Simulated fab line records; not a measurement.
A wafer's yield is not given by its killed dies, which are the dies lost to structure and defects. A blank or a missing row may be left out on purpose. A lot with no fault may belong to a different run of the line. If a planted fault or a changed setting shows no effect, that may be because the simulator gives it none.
fab line records / flow rit_cmos
[record] lots = 6 wafers = 18 last_day = 7
route steps=202 shown PLDD@121 SPACER@125 NSD@131 M1@202
lots that met no fault: from a run of the same line without faults
start_h: the number of hours between the record's first day and the start of the first shown wafer of the lot / wait_h: time in hours since the lot's previous step / " identical to the entry in the row above / L1.1+2: several wafers, shown together as one row / - value missing, or start not given / * or withheld: withheld / < > ~ a bound
route shown NAME@n: names a module that has steps shown in the file, with the first one's number in the route / usual: average and standard deviation across the fault-free wafers / same: alike in all rows / chamber/n: place in a boat / sites: the reading at each site / _std_site: standard deviation across them / _edge_site: the outer-site mean with the inner-site mean subtracted / radius_mm: for every site, how far away it sits from the centre of the wafer / mask NAME#n: copy n / behind: the last tool/chamber to shape the wafer / hold: why the lot was held/for how many hours/how that ended / device: names the non-switching transistor (n, p or np) / end of line: the tests these same wafers got at the end of their route / for a step that has no rows: nothing shown but its recipe / killed: dies that structure and defects cost at the first sort, which is not the same as the wafer's yield / map: the dies of a wafer, with x for killed, . for not killed, _ for no die there
set.NAME: the setting that was run; set.NAME@STEP: the one run at that earlier step / model.NAME: the simulator's own value behind a step, which no gauge read
certain route steps with their lots: each step a table, each wafer a row
services: from which hour (start_h, from the record's first day; less than 0 if before it) a tool's chamber was out of use, for how many hours, and why
[[steps]]
[step RIT_PLDD_HARDBAKE_07]
[recipe] resist = NOVOLAK temp_c = 140 time_s = 60
[step RIT_PLDD_IMPLANT_08]
[recipe] species = BF2 energy_kev = 20 dose_cm2 = 9e+14 tilt_deg = 7
[step RIT_PLDD_STRIP_09]
[recipe] chemistry = O2 time_s = 180 resist = NOVOLAK platen_temp_c = withheld power_w = 500 pressure_mtorr = 4000 o2_flow_sccm = 4000
[usual] drypump_motor_current_A = 5.6/0.31
lot.wafer=L310.2 tool=plasma_asher-02 chamber=1 start_h=49.73 wait_h=0.1 drypump_motor_current_A=6.0 rf_hours_counter_h=39
lot.wafer=L310.5 tool=plasma_asher-02 chamber=0 start_h=49.73 wait_h=0.1 drypump_motor_current_A=5.9 rf_hours_counter_h=-
lot.wafer=L310.6 tool=plasma_asher-02 chamber=1 start_h=49.73 wait_h=0.1 drypump_motor_current_A=6.0 rf_hours_counter_h=-
lot.wafer=L316.1 tool=plasma_asher-04 chamber=1 start_h=80.28 wait_h=0.1 drypump_motor_current_A=5.5 rf_hours_counter_h=23
lot.wafer=L316.2 tool=plasma_asher-04 chamber=0 start_h=80.28 wait_h=0.1 drypump_motor_current_A=5.6 rf_hours_counter_h=23
lot.wafer=L316.5 tool=plasma_asher-04 chamber=0 start_h=80.28 wait_h=0.1 drypump_motor_current_A=5.6 rf_hours_counter_h=-
lot.wafer=L321.3 tool=plasma_asher-04 chamber=1 start_h=107.81 wait_h=0.1 drypump_motor_current_A=5.5 rf_hours_counter_h=-
lot.wafer=L321.5 tool=plasma_asher-04 chamber=1 start_h=107.81 wait_h=0.1 drypump_motor_current_A=5.5 rf_hours_counter_h=-
lot.wafer=L321.6 tool=plasma_asher-04 chamber=0 start_h=107.81 wait_h=0.1 drypump_motor_current_A=5.6 rf_hours_counter_h=-
lot.wafer=L322.1 tool=plasma_asher-04 chamber=0 start_h=111.84 wait_h=0.1 drypump_motor_current_A=5.6 rf_hours_counter_h=27
lot.wafer=L322.2 tool=plasma_asher-04 chamber=1 start_h=111.84 wait_h=0.1 drypump_motor_current_A=5.5 rf_hours_counter_h=27
lot.wafer=L322.6 tool=plasma_asher-04 chamber=1 start_h=111.84 wait_h=0.1 drypump_motor_current_A=5.5 rf_hours_counter_h=-
lot.wafer=L327.1 tool=plasma_asher-04 chamber=0 start_h=135.84 wait_h=0.1 drypump_motor_current_A=5.6 rf_hours_counter_h=30
lot.wafer=L327.3 tool=plasma_asher-04 chamber=0 start_h=135.84 wait_h=0.1 drypump_motor_current_A=5.6 rf_hours_counter_h=-
lot.wafer=L327.5 tool=plasma_asher-04 chamber=1 start_h=135.84 wait_h=0.1 drypump_motor_current_A=5.5 rf_hours_counter_h=-
lot.wafer=L332.1 tool=plasma_asher-02 chamber=0 start_h=164.13 wait_h=0.1 drypump_motor_current_A=5.9 rf_hours_counter_h=4
lot.wafer=L332.2 tool=plasma_asher-02 chamber=1 start_h=164.13 wait_h=0.1 drypump_motor_current_A=6.0 rf_hours_counter_h=4
lot.wafer=L332.6 tool=plasma_asher-02 chamber=0 start_h=164.13 wait_h=0.1 drypump_motor_current_A=5.9 rf_hours_counter_h=-
[step RIT_PLDD_TW_MEAS_10]
[usual] PLDD_TW = 2354/15
lot.wafer=L310.2 tool=film_metro-04 chamber=- start_h=49.91 wait_h=0.1 PLDD_TW=2378
lot.wafer=L310.5 tool=film_metro-04 chamber=- start_h=49.91 wait_h=0.1 PLDD_TW=2371
lot.wafer=L310.6 tool=film_metro-04 chamber=- start_h=49.91 wait_h=0.1 PLDD_TW=2350
lot.wafer=L316.1 tool=film_metro-02 chamber=- start_h=80.45 wait_h=0.1 PLDD_TW=2328
lot.wafer=L316.2 tool=film_metro-02 chamber=- start_h=80.45 wait_h=0.1 PLDD_TW=2329
lot.wafer=L316.5 tool=film_metro-02 chamber=- start_h=80.45 wait_h=0.1 PLDD_TW=2337
lot.wafer=L321.3 tool=film_metro-03 chamber=- start_h=107.95 wait_h=0.1 PLDD_TW=2375
lot.wafer=L321.5 tool=film_metro-03 chamber=- start_h=107.95 wait_h=0.1 PLDD_TW=2372
lot.wafer=L321.6 tool=film_metro-03 chamber=- start_h=107.95 wait_h=0.1 PLDD_TW=2352
lot.wafer=L322.1 tool=film_metro-02 chamber=- start_h=112.02 wait_h=0.1 PLDD_TW=2342
lot.wafer=L322.2 tool=film_metro-02 chamber=- start_h=112.02 wait_h=0.1 PLDD_TW=2343
lot.wafer=L322.6 tool=film_metro-02 chamber=- start_h=112.02 wait_h=0.1 PLDD_TW=2350
lot.wafer=L327.1 tool=film_metro-02 chamber=- start_h=136.01 wait_h=0.1 PLDD_TW=2332
lot.wafer=L327.3 tool=film_metro-02 chamber=- start_h=136.01 wait_h=0.1 PLDD_TW=2327
lot.wafer=L327.5 tool=film_metro-02 chamber=- start_h=136.01 wait_h=0.1 PLDD_TW=2335
lot.wafer=L332.1 tool=film_metro-02 chamber=- start_h=164.31 wait_h=0.1 PLDD_TW=2341
lot.wafer=L332.2 tool=film_metro-02 chamber=- start_h=164.31 wait_h=0.1 PLDD_TW=2333
lot.wafer=L332.6 tool=film_metro-02 chamber=- start_h=164.31 wait_h=0.1 PLDD_TW=2335
[step RIT_SPACER_CLEAN_00]
[recipe] chemistry = SC1 mix = 3:3:50 time_s = 600 temp_c = 75
[step RIT_SPACER_CLEAN_01]
[recipe] chemistry = dHF dilution = 50:1 time_s = 30
[step RIT_SPACER_CLEAN_02]
[recipe] chemistry = SC2 mix = 3:3:50 time_s = 600 temp_c = 75 dry = n2_spin
[step RIT_SPACER_CVD_03]
[recipe] material = Si3N4 target_thk_nm = 250 temp_c = 810 precursor = SiH2Cl2/NH3 time_s = 3300 pressure_mtorr = 289.8 sih2cl2_flow_sccm = 60 nh3_flow_sccm = 150
[step RIT_SPACER_THK_MEAS_04]
[recipe] reads = Si3N4_of_SPACER_CVD_03
[usual] SPACER_NITRIDE_THK = 245.4/2.1
lot.wafer=L310.2 tool=film_metro-03 chamber=- start_h=52.29 wait_h=0.0 SPACER_NITRIDE_THK[nm]=246.3
lot.wafer=L310.5 tool=film_metro-03 chamber=- start_h=52.29 wait_h=0.0 SPACER_NITRIDE_THK[nm]=246.5
lot.wafer=L310.6 tool=film_metro-03 chamber=- start_h=52.29 wait_h=0.0 SPACER_NITRIDE_THK[nm]=246.7
lot.wafer=L316.1 tool=film_metro-02 chamber=- start_h=82.80 wait_h=0.0 SPACER_NITRIDE_THK[nm]=246.1
lot.wafer=L316.2 tool=film_metro-02 chamber=- start_h=82.80 wait_h=0.0 SPACER_NITRIDE_THK[nm]=245.1
lot.wafer=L316.5 tool=film_metro-02 chamber=- start_h=82.80 wait_h=0.0 SPACER_NITRIDE_THK[nm]=247.1
lot.wafer=L321.3 tool=film_metro-02 chamber=- start_h=112.69 wait_h=0.0 SPACER_NITRIDE_THK[nm]=244.8
lot.wafer=L321.5 tool=film_metro-02 chamber=- start_h=112.69 wait_h=0.0 SPACER_NITRIDE_THK[nm]=244.3
lot.wafer=L321.6 tool=film_metro-02 chamber=- start_h=112.69 wait_h=0.0 SPACER_NITRIDE_THK[nm]=244.4
lot.wafer=L322.1 tool=film_metro-01 chamber=- start_h=114.59 wait_h=0.0 SPACER_NITRIDE_THK[nm]=245.8
lot.wafer=L322.2 tool=film_metro-01 chamber=- start_h=114.59 wait_h=0.0 SPACER_NITRIDE_THK[nm]=249.6
lot.wafer=L322.6 tool=film_metro-01 chamber=- start_h=114.59 wait_h=0.0 SPACER_NITRIDE_THK[nm]=246.3
lot.wafer=L327.1 tool=film_metro-03 chamber=- start_h=138.36 wait_h=0.0 SPACER_NITRIDE_THK[nm]=247.2
lot.wafer=L327.3 tool=film_metro-03 chamber=- start_h=138.36 wait_h=0.0 SPACER_NITRIDE_THK[nm]=248.7
lot.wafer=L327.5 tool=film_metro-03 chamber=- start_h=138.36 wait_h=0.0 SPACER_NITRIDE_THK[nm]=246.3
lot.wafer=L332.1 tool=film_metro-01 chamber=- start_h=166.68 wait_h=0.0 SPACER_NITRIDE_THK[nm]=244.7
lot.wafer=L332.2 tool=film_metro-01 chamber=- start_h=166.68 wait_h=0.0 SPACER_NITRIDE_THK[nm]=240.4
lot.wafer=L332.6 tool=film_metro-01 chamber=- start_h=166.68 wait_h=0.0 SPACER_NITRIDE_THK[nm]=242.5
[step RIT_SPACER_ETCHBACK_05]
[recipe] target_depth_a = 2500 SF6_flow_sccm = 30 CHF3_flow_sccm = 30 target = Si3N4 chemistry = SF6/CHF3 pressure_mtorr = 40 rf_w = 250 time_s = 240 stop_on = SiO2
[usual] drypump_motor_current_A = 5.5/0.48 oes_product_au = 0.833/0.016 throttle_valve_pct = 10.21/0.15
lot.wafer=L310.2 tool=rie_diel-03 chamber=3 start_h=52.34 wait_h=0.0 drypump_motor_current_A=6.0 oes_product_au=0.844 rf_hours_counter_h=111 throttle_valve_pct=10.15
lot.wafer=L310.5 tool=rie_diel-03 chamber=0 start_h=52.34 wait_h=0.0 drypump_motor_current_A=5.7 oes_product_au=0.842 rf_hours_counter_h=- throttle_valve_pct=10.08
lot.wafer=L310.6 tool=rie_diel-03 chamber=3 start_h=52.34 wait_h=0.0 drypump_motor_current_A=6.0 oes_product_au=0.846 rf_hours_counter_h=- throttle_valve_pct=10.15
lot.wafer=L316.1 tool=rie_diel-03 chamber=3 start_h=82.86 wait_h=0.1 drypump_motor_current_A=6.1 oes_product_au=0.848 rf_hours_counter_h=111 throttle_valve_pct=10.15
lot.wafer=L316.2 tool=rie_diel-03 chamber=1 start_h=82.86 wait_h=0.1 drypump_motor_current_A=4.6 oes_product_au=0.819 rf_hours_counter_h=152 throttle_valve_pct=10.03
lot.wafer=L316.5 tool=rie_diel-03 chamber=0 start_h=82.86 wait_h=0.1 drypump_motor_current_A=5.7 oes_product_au=0.837 rf_hours_counter_h=- throttle_valve_pct=10.08
lot.wafer=L321.3 tool=rie_diel-03 chamber=2 start_h=112.73 wait_h=0.0 drypump_motor_current_A=6.1 oes_product_au=0.833 rf_hours_counter_h=0 throttle_valve_pct=10.38
lot.wafer=L321.5 tool=rie_diel-03 chamber=0 start_h=112.73 wait_h=0.0 drypump_motor_current_A=5.7 oes_product_au=0.843 rf_hours_counter_h=- throttle_valve_pct=10.09
lot.wafer=L321.6 tool=rie_diel-03 chamber=1 start_h=112.73 wait_h=0.0 drypump_motor_current_A=4.6 oes_product_au=0.810 rf_hours_counter_h=- throttle_valve_pct=10.03
lot.wafer=L322.1 tool=rie_diel-02 chamber=2 start_h=114.65 wait_h=0.1 drypump_motor_current_A=6.2 oes_product_au=0.848 rf_hours_counter_h=14 throttle_valve_pct=10.31
lot.wafer=L322.2 tool=rie_diel-02 chamber=0 start_h=114.65 wait_h=0.1 drypump_motor_current_A=6.3 oes_product_au=0.864 rf_hours_counter_h=5 throttle_valve_pct=10.59
lot.wafer=L322.6 tool=rie_diel-02 chamber=0 start_h=114.65 wait_h=0.1 drypump_motor_current_A=6.2 oes_product_au=0.853 rf_hours_counter_h=- throttle_valve_pct=10.58
lot.wafer=L327.1 tool=rie_diel-03 chamber=3 start_h=138.42 wait_h=0.1 drypump_motor_current_A=6.0 oes_product_au=0.844 rf_hours_counter_h=112 throttle_valve_pct=10.16
lot.wafer=L327.3 tool=rie_diel-03 chamber=0 start_h=138.42 wait_h=0.1 drypump_motor_current_A=5.7 oes_product_au=0.847 rf_hours_counter_h=122 throttle_valve_pct=10.07
lot.wafer=L327.5 tool=rie_diel-03 chamber=2 start_h=138.42 wait_h=0.1 drypump_motor_current_A=6.1 oes_product_au=0.826 rf_hours_counter_h=- throttle_valve_pct=10.37
lot.wafer=L332.1 tool=rie_diel-03 chamber=2 start_h=166.74 wait_h=0.1 drypump_motor_current_A=6.1 oes_product_au=0.832 rf_hours_counter_h=1 throttle_valve_pct=10.35
lot.wafer=L332.2 tool=rie_diel-03 chamber=3 start_h=166.74 wait_h=0.1 drypump_motor_current_A=6.0 oes_product_au=0.827 rf_hours_counter_h=113 throttle_valve_pct=10.15
lot.wafer=L332.6 tool=rie_diel-03 chamber=1 start_h=166.74 wait_h=0.1 drypump_motor_current_A=4.6 oes_product_au=0.829 rf_hours_counter_h=- throttle_valve_pct=10.04
[step RIT_NSD_HMDS_00]
[recipe] prime_time_s = 60 prime_temp_c = 140
[step RIT_NSD_COAT_01]
[recipe] resist = NOVOLAK spin_rpm = 3250 resist_thk_nm = 1000
[step RIT_NSD_SOFTBAKE_02]
[recipe] resist = NOVOLAK temp_c = 90 time_s = 60
[usual] exhaust_pa = 45.2/0.95 heater_power_total_W = 34.56/0.049 plate_temp_C = 89.98/0.13
lot.wafer=L310.2 tool=litho_track-01 chamber=0 start_h=52.94 wait_h=0.1 exhaust_pa=46.2 heater_power_total_W=34.55 plate_temp_C=89.82
lot.wafer=L310.5 tool=litho_track-01 chamber=0 start_h=52.94 wait_h=0.1 exhaust_pa=45.5 heater_power_total_W=34.61 plate_temp_C=89.92
lot.wafer=L310.6 tool=litho_track-01 chamber=0 start_h=52.94 wait_h=0.1 exhaust_pa=47.1 heater_power_total_W=34.60 plate_temp_C=89.87
lot.wafer=L316.1 tool=litho_track-02 chamber=0 start_h=83.31 wait_h=0.1 exhaust_pa=45.3 heater_power_total_W=34.59 plate_temp_C=90.23
lot.wafer=L316.2 tool=litho_track-02 chamber=0 start_h=83.31 wait_h=0.1 exhaust_pa=46.4 heater_power_total_W=34.46 plate_temp_C=90.13
lot.wafer=L316.5 tool=litho_track-02 chamber=0 start_h=83.31 wait_h=0.1 exhaust_pa=46.8 heater_power_total_W=34.55 plate_temp_C=90.24
lot.wafer=L321.3 tool=litho_track-01 chamber=0 start_h=113.23 wait_h=0.1 exhaust_pa=45.2 heater_power_total_W=33.58 plate_temp_C=88.21
lot.wafer=L321.5 tool=litho_track-01 chamber=0 start_h=113.23 wait_h=0.1 exhaust_pa=44.4 heater_power_total_W=33.60 plate_temp_C=88.11
lot.wafer=L321.6 tool=litho_track-01 chamber=0 start_h=113.23 wait_h=0.1 exhaust_pa=44.5 heater_power_total_W=33.61 plate_temp_C=88.20
lot.wafer=L322.1 tool=litho_track-01 chamber=0 start_h=115.10 wait_h=0.1 exhaust_pa=45.7 heater_power_total_W=33.63 plate_temp_C=88.11
lot.wafer=L322.2 tool=litho_track-01 chamber=0 start_h=115.10 wait_h=0.1 exhaust_pa=45.1 heater_power_total_W=33.64 plate_temp_C=88.06
lot.wafer=L322.6 tool=litho_track-01 chamber=0 start_h=115.10 wait_h=0.1 exhaust_pa=45.3 heater_power_total_W=33.45 plate_temp_C=88.02
lot.wafer=L327.1 tool=litho_track-04 chamber=0 start_h=138.87 wait_h=0.1 exhaust_pa=44.9 heater_power_total_W=34.56 plate_temp_C=90.05
lot.wafer=L327.3 tool=litho_track-04 chamber=0 start_h=138.87 wait_h=0.1 exhaust_pa=44.4 heater_power_total_W=34.59 plate_temp_C=90.02
lot.wafer=L327.5 tool=litho_track-04 chamber=0 start_h=138.87 wait_h=0.1 exhaust_pa=44.7 heater_power_total_W=34.50 plate_temp_C=89.96
lot.wafer=L332.1 tool=litho_track-02 chamber=0 start_h=167.31 wait_h=0.1 exhaust_pa=44.5 heater_power_total_W=34.52 plate_temp_C=90.12
lot.wafer=L332.2 tool=litho_track-02 chamber=0 start_h=167.31 wait_h=0.1 exhaust_pa=45.4 heater_power_total_W=34.60 plate_temp_C=89.97
lot.wafer=L332.6 tool=litho_track-02 chamber=0 start_h=167.31 wait_h=0.1 exhaust_pa=44.1 heater_power_total_W=34.60 plate_temp_C=90.15
[step RIT_NSD_EXPOSE_03]
[recipe] mask_id = M9 na = 0.57 target_cd_nm = 40700 dose_mj = 250
[step RIT_NSD_PEB_04]
[recipe] resist = NOVOLAK temp_c = withheld time_s = withheld
[step RIT_NSD_DEVELOP_05]
[recipe] resist = NOVOLAK develop_time_s = 50 dev_temp_c = 23
[usual] exhaust_pa = 44.9/0.86
lot.wafer=L310.2 tool=litho_track-02 chamber=0 start_h=- wait_h=- exhaust_pa=44.8 model.NOVOLAK_of_NSD_COAT_01.thk_nm=1000
lot.wafer=L310.5 tool=litho_track-02 chamber=0 start_h=- wait_h=- exhaust_pa=45.8 model.NOVOLAK_of_NSD_COAT_01.thk_nm=1001
lot.wafer=L310.6 tool=litho_track-02 chamber=0 start_h=- wait_h=- exhaust_pa=44.6 model.NOVOLAK_of_NSD_COAT_01.thk_nm=999.1
lot.wafer=L316.1 tool=litho_track-02 chamber=0 start_h=- wait_h=- exhaust_pa=46.9 model.NOVOLAK_of_NSD_COAT_01.thk_nm=1003
lot.wafer=L316.2 tool=litho_track-02 chamber=0 start_h=- wait_h=- exhaust_pa=46.1 model.NOVOLAK_of_NSD_COAT_01.thk_nm=1002
lot.wafer=L316.5 tool=litho_track-02 chamber=0 start_h=- wait_h=- exhaust_pa=45.9 model.NOVOLAK_of_NSD_COAT_01.thk_nm=1003
lot.wafer=L321.3 tool=litho_track-02 chamber=0 start_h=- wait_h=- exhaust_pa=44.3 model.NOVOLAK_of_NSD_COAT_01.thk_nm=1005
lot.wafer=L321.5 tool=litho_track-02 chamber=0 start_h=- wait_h=- exhaust_pa=43.9 model.NOVOLAK_of_NSD_COAT_01.thk_nm=1004
lot.wafer=L321.6 tool=litho_track-02 chamber=0 start_h=- wait_h=- exhaust_pa=44.4 model.NOVOLAK_of_NSD_COAT_01.thk_nm=1003
lot.wafer=L322.1 tool=litho_track-01 chamber=0 start_h=- wait_h=- exhaust_pa=45.6 model.NOVOLAK_of_NSD_COAT_01.thk_nm=1008
lot.wafer=L322.2 tool=litho_track-01 chamber=0 start_h=- wait_h=- exhaust_pa=46.8 model.NOVOLAK_of_NSD_COAT_01.thk_nm=1009
lot.wafer=L322.6 tool=litho_track-01 chamber=0 start_h=- wait_h=- exhaust_pa=46.3 model.NOVOLAK_of_NSD_COAT_01.thk_nm=1010
lot.wafer=L327.1 tool=litho_track-02 chamber=0 start_h=- wait_h=- exhaust_pa=45.2 model.NOVOLAK_of_NSD_COAT_01.thk_nm=999
lot.wafer=L327.3 tool=litho_track-02 chamber=0 start_h=- wait_h=- exhaust_pa=45.1 model.NOVOLAK_of_NSD_COAT_01.thk_nm=997.8
lot.wafer=L327.5 tool=litho_track-02 chamber=0 start_h=- wait_h=- exhaust_pa=45.8 model.NOVOLAK_of_NSD_COAT_01.thk_nm=999.8
lot.wafer=L332.1 tool=litho_track-04 chamber=0 start_h=- wait_h=- exhaust_pa=45.1 model.NOVOLAK_of_NSD_COAT_01.thk_nm=1000
lot.wafer=L332.2 tool=litho_track-04 chamber=0 start_h=- wait_h=- exhaust_pa=46.0 model.NOVOLAK_of_NSD_COAT_01.thk_nm=999
lot.wafer=L332.6 tool=litho_track-04 chamber=0 start_h=- wait_h=- exhaust_pa=45.1 model.NOVOLAK_of_NSD_COAT_01.thk_nm=996.2
[step RIT_NSD_OVL_MEAS_06]
[usual] NSD_OVL = -0.2/1.3
lot.wafer=L310.2 tool=overlay-02 chamber=- start_h=53.47 wait_h=- NSD_OVL[nm]=-3.1
lot.wafer=L310.5 tool=overlay-02 chamber=- start_h=53.47 wait_h=- NSD_OVL[nm]=-1.2
lot.wafer=L310.6 tool=overlay-02 chamber=- start_h=53.47 wait_h=- NSD_OVL[nm]=-0.9
lot.wafer=L316.1 tool=overlay-02 chamber=- start_h=84.02 wait_h=- NSD_OVL[nm]=-1.9
lot.wafer=L316.2 tool=overlay-02 chamber=- start_h=84.02 wait_h=- NSD_OVL[nm]=-1.2
lot.wafer=L316.5 tool=overlay-02 chamber=- start_h=84.02 wait_h=- NSD_OVL[nm]=-1.8
lot.wafer=L321.3 tool=overlay-01 chamber=- start_h=113.74 wait_h=- NSD_OVL[nm]=1.1
lot.wafer=L321.5 tool=overlay-01 chamber=- start_h=113.74 wait_h=- NSD_OVL[nm]=-1.1
lot.wafer=L321.6 tool=overlay-01 chamber=- start_h=113.74 wait_h=- NSD_OVL[nm]=-0.6
lot.wafer=L322.1 tool=overlay-01 chamber=- start_h=115.65 wait_h=- NSD_OVL[nm]=0.1
lot.wafer=L322.2 tool=overlay-01 chamber=- start_h=115.65 wait_h=- NSD_OVL[nm]=0.6
lot.wafer=L322.6 tool=overlay-01 chamber=- start_h=115.65 wait_h=- NSD_OVL[nm]=-0.1
lot.wafer=L327.1 tool=overlay-01 chamber=- start_h=139.42 wait_h=- NSD_OVL[nm]=-1.1
lot.wafer=L327.3 tool=overlay-01 chamber=- start_h=139.42 wait_h=- NSD_OVL[nm]=2.4
lot.wafer=L327.5 tool=overlay-01 chamber=- start_h=139.42 wait_h=- NSD_OVL[nm]=0.3
lot.wafer=L332.1 tool=overlay-01 chamber=- start_h=167.93 wait_h=- NSD_OVL[nm]=0.3
lot.wafer=L332.2 tool=overlay-01 chamber=- start_h=167.93 wait_h=- NSD_OVL[nm]=-0.5
lot.wafer=L332.6 tool=overlay-01 chamber=- start_h=167.93 wait_h=- NSD_OVL[nm]=0.1
[step RIT_M1_PROBE_99]
[usual] killed_at_front_end = 6.6/2.9 killed_dies = 6.6/3 killed_open = 3.4/2 killed_short = 3.2/2
[same] gross_dies = 264 killed_at_M0_to_M3 = 0 killed_at_M4_up = 0 killed_at_back_side = 0 killed_at_contacts = 0 killed_at_other = 0
lot.wafer=L316.1 tool=prober-01 chamber=- start_h=94.04 wait_h=0.1 killed_at_front_end=4 killed_dies=4 killed_open=2 killed_short=2
lot.wafer=L316.5 tool=prober-01 chamber=- start_h=94.24 wait_h=0.2 killed_at_front_end=8 killed_dies=8 killed_open=4 killed_short=4
// killed by level:class
L316.1 SPACER:geometric_particle:open=2 FOX2:geometric_particle:short=1 SPACER:geometric_particle:short=1
L316.5 REOX:geometric_particle:open=3 SPACER:geometric_particle:short=2 FOX2:geometric_particle:short=1 GATE:geometric_particle:short=1 SILICIDE:geometric_particle:open=1
[[services]]
tool=plasma_asher-04 chamber=- start_h=33.20 hours=1.2 kind=repair
tool=plasma_asher-02 chamber=- start_h=43.47 hours=2.2 kind=repair
tool=plasma_asher-04 chamber=- start_h=69.16 hours=10.0 kind=pm
tool=rie_diel-03 chamber=2 start_h=81.28 hours=- kind=clean
tool=rie_diel-03 chamber=2 start_h=81.28 hours=27.5 kind=scheduled_down
tool=rie_diel-03 chamber=2 start_h=81.28 hours=27.5 kind=vent_cycle
tool=plasma_asher-04 chamber=- start_h=95.39 hours=2.0 kind=repair
tool=plasma_asher-02 chamber=- start_h=108.75 hours=9.0 kind=pm
tool=plasma_asher-02 chamber=0 start_h=108.75 hours=9.0 kind=vent_cycle
tool=plasma_asher-02 chamber=1 start_h=108.75 hours=9.0 kind=vent_cycle
tool=rie_diel-03 chamber=- start_h=109.82 hours=2.8 kind=pm
tool=plasma_asher-02 chamber=0 start_h=117.75 hours=- kind=clean
tool=plasma_asher-02 chamber=1 start_h=117.75 hours=- kind=clean
tool=rie_diel-02 chamber=- start_h=128.31 hours=1.4 kind=repair
tool=rie_diel-03 chamber=1 start_h=130.25 hours=- kind=clean
tool=rie_diel-03 chamber=1 start_h=130.25 hours=19.8 kind=scheduled_down
tool=rie_diel-03 chamber=1 start_h=130.25 hours=19.8 kind=vent_cycle
tool=rie_diel-02 chamber=2 start_h=131.29 hours=5.3 kind=repair
tool=plasma_asher-02 chamber=- start_h=135.05 hours=4.4 kind=repair
tool=rie_diel-03 chamber=3 start_h=141.57 hours=7.8 kind=repair
[[key]]
[first_sign] step = RIT_NSD_SOFTBAKE_02 reading = heater_power_total_W direction = down sigmas = 20 usual = 34.56 struck = 33.59
[effect] step = RIT_NSD_SOFTBAKE_02 reading = plate_temp_C direction = down sigmas = 14 usual = * struck = *
[model_effect] step = RIT_NSD_DEVELOP_05 value = NOVOLAK_of_NSD_COAT_01.thk_nm without = 1001 struck = 1006
met_at RIT_NSD_SOFTBAKE_02
struck_wafers L321.3,L321.5,L321.6,L322.1,L322.2,L322.6
tester_left_out L321,L322
onset_between 52.94 113.23
[fault] kind = process_parameter_drift tool = litho_track-01 chamber = - onset_h = 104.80 steps = RIT_NSD_SOFTBAKE_02 channel = temp_c offset = * shape = step end_h = 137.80 acts_in = * stated = *
// tester_left_out: of these lots the tester's yield and bins aren't shown, on N5 and GAA mostly nor the transistor test; their killed dies are dies lost to structure and defects alone, not to doping, threshold or leakage, so they don't give the yield
